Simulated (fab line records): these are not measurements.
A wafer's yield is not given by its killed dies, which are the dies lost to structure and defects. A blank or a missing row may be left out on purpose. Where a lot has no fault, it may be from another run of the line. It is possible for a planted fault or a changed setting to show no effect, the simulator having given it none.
A lot that was struck, set against a sound lot || flow rit_cmos || 44 out of 202 route steps
Sound: wafers L178.3, L178.5, L178.6. Struck: wafers L181.3, L181.4, L181.6. At the end, the cause is stated.
Order at every step that has rows: each side's tool, ch and its chambers, its first start. Under that, the readings that differ: sound wafers || struck wafers || difference of the means || sigmas: that difference in standard deviations of wafers without a fault.
alike: words and numbers the same on both sides, and readings whose means are apart by under 2 such deviations; not compared: readings that were withheld, readings missing a value for some wafer, numbers with overlapping values and no deviation given by the record, and bounds like >300 which may hide the same value.
The two part at a step that has a row with sigmas, a row that says differs or no value, or rows on one side only. Non-overlapping numbers with no deviation appear without sigmas and do not part them. A reading that every wafer of one side lacks parts them only if that side has two wafers or more.

first, 2 steps without rows for these wafers: RIT_NLDD_HARDBAKE_07 (time 60 s); RIT_NLDD_IMPLANT_08.
RIT_NLDD_STRIP_09: strips in O2, time 180 s.
  sound on plasma_asher-02 ch 0,1, day 4 16:05; struck on plasma_asher-02 ch 0,1, day 5 04:55
  alike: drypump_motor_current_A, o2_flow_sccm
  not compared: rf_hours_counter_h
RIT_NLDD_TW_MEAS_10:
  sound on film_metro-03 at day 4 16:14; struck on film_metro-03 at day 5 05:03
  alike: NLDD_TW
then, 6 steps without rows for these wafers: RIT_PLDD_HMDS_00 (prime time 60 s); RIT_PLDD_COAT_01 (resist thk 1000 nm); RIT_PLDD_SOFTBAKE_02 (time 60 s); RIT_PLDD_EXPOSE_03 (exposes mask M8, target cd 40900 nm); RIT_PLDD_PEB_04; RIT_PLDD_DEVELOP_05 (develop time 50 s).
RIT_PLDD_OVL_MEAS_06:
  sound on overlay-02 at day 4 17:08; struck on overlay-02 at day 5 06:09
  alike: PLDD_OVL
then, 1 step without rows for these wafers: RIT_PLDD_HARDBAKE_07 (time 60 s).
RIT_PLDD_IMPLANT_08:
  sound on implanter-03 ch 0, day 4 17:22; struck on implanter-04 ch 0, day 5 06:23
{"reading": "tilt_deg (degrees)", "sound": "6.996 7.018 6.976", "struck": "7.775 7.789 7.787", "difference": "+0.787", "sigmas": "+44"}
  alike: beam_energy_keV
RIT_PLDD_STRIP_09: strips in O2, time 180 s.
  sound on plasma_asher-01 ch 0,1, day 4 17:31; struck on plasma_asher-01 ch 0,1, day 5 06:32
  alike: drypump_motor_current_A, o2_flow_sccm
  not compared: rf_hours_counter_h
RIT_PLDD_TW_MEAS_10:
  sound on film_metro-04 at day 4 17:39; struck on film_metro-04 at day 5 06:40
  alike: PLDD_TW
then, 4 steps without rows for these wafers: RIT_SPACER_CLEAN_00 (cleans in SC1, time 600 s); RIT_SPACER_CLEAN_01 (cleans in dHF, time 30 s); RIT_SPACER_CLEAN_02 (cleans in SC2, time 600 s); RIT_SPACER_CVD_03 (deposits Si3N4 from SiH2Cl2/NH3, target thk 250 nm, time 3300 s).
RIT_SPACER_THK_MEAS_04:
  sound on film_metro-04 at day 4 20:02; struck on film_metro-01 at day 5 09:03
  alike: SPACER_NITRIDE_THK
RIT_SPACER_ETCHBACK_05: etches Si3N4 in SF6/CHF3, stops on SiO2, target depth 250 nm, time 240 s.
  sound on rie_diel-02 ch 0,1,2, day 4 20:04; struck on rie_diel-04 ch 0,3, day 5 09:05
  alike: drypump_motor_current_A, oes_product_au, throttle_valve_pct
  not compared: rf_hours_counter_h
then, 6 steps without rows for these wafers: RIT_NSD_HMDS_00 (prime time 60 s); RIT_NSD_COAT_01 (resist thk 1000 nm); RIT_NSD_SOFTBAKE_02 (time 60 s); RIT_NSD_EXPOSE_03 (exposes mask M9, target cd 40700 nm); RIT_NSD_PEB_04; RIT_NSD_DEVELOP_05 (develop time 50 s).
RIT_NSD_OVL_MEAS_06:
  sound on overlay-01 at day 4 21:12; struck on overlay-02 at day 5 10:14
  alike: NSD_OVL
then, 2 steps without rows for these wafers: RIT_NSD_HARDBAKE_07 (time 60 s); RIT_NSD_IMPLANT_08.
RIT_NSD_STRIP_09: strips in O2, time 180 s.
  sound on plasma_asher-02 ch 0,1, day 4 21:35; struck on plasma_asher-03 ch 0,1, day 5 10:37
  alike: drypump_motor_current_A, o2_flow_sccm
  not compared: rf_hours_counter_h
RIT_NSD_TW_MEAS_10:
  sound on film_metro-02 at day 4 21:43; struck on film_metro-04 at day 5 10:44
  alike: NSD_TW
then, 6 steps without rows for these wafers: RIT_PSD_HMDS_00 (prime time 60 s); RIT_PSD_COAT_01 (resist thk 1000 nm); RIT_PSD_SOFTBAKE_02 (time 60 s); RIT_PSD_EXPOSE_03 (exposes mask M10, target cd 40900 nm); RIT_PSD_PEB_04; RIT_PSD_DEVELOP_05 (develop time 50 s).
RIT_PSD_OVL_MEAS_06:
  sound on overlay-02 at day 4 22:45; struck on overlay-02 at day 5 11:46
  alike: PSD_OVL
then, 2 steps without rows for these wafers: RIT_PSD_HARDBAKE_07 (time 60 s); RIT_PSD_IMPLANT_08.
RIT_PSD_STRIP_09: strips in O2, time 180 s.
  sound on plasma_asher-02 ch 0,1, day 4 23:08; struck on plasma_asher-04 ch 0,1, day 5 12:09
{"reading": "drypump_motor_current_A (A)", "sound": "5.2 5.5 5.2", "struck": "6.3 6.1 6.3", "difference": "+0.9", "sigmas": "+2"}
  alike: o2_flow_sccm
  not compared: rf_hours_counter_h
RIT_SDANNEAL_RS_MEAS_06: a four-point-probe measurement.
  sound on film_metro-04 at day 5 00:01; struck on film_metro-04 at day 5 13:02
{"reading": "PLDD_RS (ohm/sq)", "sound": "180.1 179.3 179.7", "struck": "- - -", "difference": "no value on the struck wafers", "sigmas": ""}
RIT_M1_PROBE_99:
  sound on prober-01 at day 5 07:20; struck on prober-02 at day 5 20:22
{"reading": "model.etest.pmos_turned.r_on_ohm_um", "sound": "3376 3404 3503", "struck": "3688 3895 3756", "difference": "+352", "sigmas": ""}
{"reading": "model.etest.pmos_turned.drive_ua_um", "sound": "197 198.3 193.8", "struck": "165.3 155.8 161.8", "difference": -35.4, "sigmas": ""}
  alike: killed_at_contacts, killed_at_front_end, killed_dies, killed_open, killed_short

WHERE THEY PART
At RIT_PLDD_IMPLANT_08 first; at RIT_SDANNEAL_RS_MEAS_06 last (within this record only). Later steps at which nothing parts them and some readings are alike: RIT_M1_PROBE_99.

WHY: the cause the simulator had injected
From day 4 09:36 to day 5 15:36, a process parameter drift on implanter-04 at RIT_PLDD_IMPLANT_08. From 7, the setting tilt_deg moved by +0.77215. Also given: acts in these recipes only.
